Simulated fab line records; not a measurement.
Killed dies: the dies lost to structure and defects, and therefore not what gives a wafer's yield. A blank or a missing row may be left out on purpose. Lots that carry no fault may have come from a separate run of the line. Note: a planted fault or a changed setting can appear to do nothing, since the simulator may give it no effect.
Shared-tool check / flow rit_cmos / Lots sampled 15, wafers sampled 45

== REASON FOR OPENING ==
At RIT_SDANNEAL_RS_MEAS_04 the reading PSD_RS is flagged on 3 of 15 lots. No-fault wafers: 116.08 ohm/sq, standard deviation 0.29.
Rule: a lot gets a flag if all its wafers with a number sit over 4 standard deviations from that mean, or if no wafer of it has a number. The rest of the lots are taken to be sound.

lot=L701; measured=day 3 02:25; on=film_metro-01; PSD_RS (ohm/sq), wafer by wafer=115.51 115.71 115.79; flag=
lot=L702; measured=day 3 06:40; on=film_metro-02; PSD_RS (ohm/sq), wafer by wafer=115.91 115.92 115.83; flag=
lot=L704; measured=day 3 16:20; on=film_metro-02; PSD_RS (ohm/sq), wafer by wafer=116.06 115.80 115.69; flag=
lot=L705; measured=day 3 22:45; on=film_metro-04; PSD_RS (ohm/sq), wafer by wafer=115.89 116.13 116.01; flag=
lot=L706; measured=day 4 03:13; on=film_metro-04; PSD_RS (ohm/sq), wafer by wafer=116.57 116.55 116.18; flag=
lot=L707; measured=day 4 07:44; on=film_metro-02; PSD_RS (ohm/sq), wafer by wafer=116.59 116.37 116.44; flag=
lot=L711; measured=day 5 02:55; on=film_metro-02; PSD_RS (ohm/sq), wafer by wafer=120.63 120.47 120.48; flag=FLAGGED
lot=L712; measured=day 5 08:28; on=film_metro-04; PSD_RS (ohm/sq), wafer by wafer=120.69 121.07 120.86; flag=FLAGGED
lot=L714; measured=day 5 18:15; on=film_metro-02; PSD_RS (ohm/sq), wafer by wafer=120.05 120.13 120.48; flag=FLAGGED
lot=L716; measured=day 6 04:42; on=film_metro-04; PSD_RS (ohm/sq), wafer by wafer=115.65 115.68 115.95; flag=
lot=L717; measured=day 6 10:16; on=film_metro-04; PSD_RS (ohm/sq), wafer by wafer=115.98 116.04 116.24; flag=
lot=L718; measured=day 6 15:25; on=film_metro-04; PSD_RS (ohm/sq), wafer by wafer=116.15 115.72 115.76; flag=
lot=L719; measured=day 6 20:34; on=film_metro-01; PSD_RS (ohm/sq), wafer by wafer=116.16 115.82 115.68; flag=
lot=L720; measured=day 7 00:07; on=film_metro-04; PSD_RS (ohm/sq), wafer by wafer=116.06 116.17 116.10; flag=
lot=L723; measured=day 7 15:40; on=film_metro-01; PSD_RS (ohm/sq), wafer by wafer=116.57 116.46 116.70; flag=
The numbers of the flagged lots are 120.54 ohm/sq on average: +4.46 ohm/sq against the usual, or +15 standard deviations.

== LOT BY LOT: THE TOOL USED ==
The record holds 1 process step before the reading, out of a route of 202 steps. Read each cell as the tool, then ch plus the chambers that the sampled wafers visited, then the start.
lot=L701; flag=; RIT_PSD_IMPLANT_08=implanter-01 ch 0, day 3 01:36
lot=L702; flag=; RIT_PSD_IMPLANT_08=implanter-03 ch 0, day 3 05:50
lot=L704; flag=; RIT_PSD_IMPLANT_08=implanter-03 ch 0, day 3 15:31
lot=L705; flag=; RIT_PSD_IMPLANT_08=implanter-03 ch 0, day 3 21:57
lot=L706; flag=; RIT_PSD_IMPLANT_08=implanter-03 ch 0, day 4 02:24
lot=L707; flag=; RIT_PSD_IMPLANT_08=implanter-02 ch 0, day 4 06:55
lot=L711; flag=FLAGGED; RIT_PSD_IMPLANT_08=implanter-02 ch 0, day 5 02:02
lot=L712; flag=FLAGGED; RIT_PSD_IMPLANT_08=implanter-02 ch 0, day 5 07:40
lot=L714; flag=FLAGGED; RIT_PSD_IMPLANT_08=implanter-02 ch 0, day 5 17:26
lot=L716; flag=; RIT_PSD_IMPLANT_08=implanter-03 ch 0, day 6 03:53
lot=L717; flag=; RIT_PSD_IMPLANT_08=implanter-01 ch 0, day 6 09:27
lot=L718; flag=; RIT_PSD_IMPLANT_08=implanter-01 ch 0, day 6 14:37
lot=L719; flag=; RIT_PSD_IMPLANT_08=implanter-01 ch 0, day 6 19:46
lot=L720; flag=; RIT_PSD_IMPLANT_08=implanter-03 ch 0, day 6 23:19
lot=L723; flag=; RIT_PSD_IMPLANT_08=implanter-03 ch 0, day 7 14:52
What these steps do:
- RIT_PSD_IMPLANT_08
- RIT_SDANNEAL_RS_MEAS_04: measures by four-point-probe.

== FLAGGED AGAINST TOTAL, ONE TOOL AT A TIME (gauges that did the reading follow at the end) ==
step=RIT_PSD_IMPLANT_08; tool=implanter-01; lots run=4; flagged=0; share of the flagged lots=none; sound lots run after its first flagged lot=-
step=RIT_PSD_IMPLANT_08; tool=implanter-02; lots run=4; flagged=3; share of the flagged lots=all; sound lots run after its first flagged lot=0
step=RIT_PSD_IMPLANT_08; tool=implanter-03; lots run=7; flagged=0; share of the flagged lots=none; sound lots run after its first flagged lot=-
step=RIT_SDANNEAL_RS_MEAS_04; tool=film_metro-01; lots run=3; flagged=0; share of the flagged lots=none; sound lots run after its first flagged lot=-
step=RIT_SDANNEAL_RS_MEAS_04; tool=film_metro-02; lots run=5; flagged=2; share of the flagged lots=some; sound lots run after its first flagged lot=0
step=RIT_SDANNEAL_RS_MEAS_04; tool=film_metro-04; lots run=7; flagged=1; share of the flagged lots=some; sound lots run after its first flagged lot=4 (L716,L717,L718,L720)

== WHAT THE TABLE PERMITS ==
Rows of the table that ran each flagged lot: 1, that is implanter-02 at RIT_PSD_IMPLANT_08.
- implanter-02 at RIT_PSD_IMPLANT_08 ran 4 lots, 3 of them flagged. A fault beginning between L707 (day 4 06:55), its last sound lot, and L711 (day 5 02:02), its first flagged one, fits the data. Its own readings (beam_energy_keV) fall more than 4 standard deviations out on all wafers of the flagged lots.
What remains is a single tool, implanter-02 at RIT_PSD_IMPLANT_08.

== WHAT THE SIMULATOR PUT IN ==
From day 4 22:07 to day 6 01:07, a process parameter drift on implanter-02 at RIT_PSD_IMPLANT_08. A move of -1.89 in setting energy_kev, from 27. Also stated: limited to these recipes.
Shown lots that were struck: L711, L712, L714. The rule above reached the same finding.
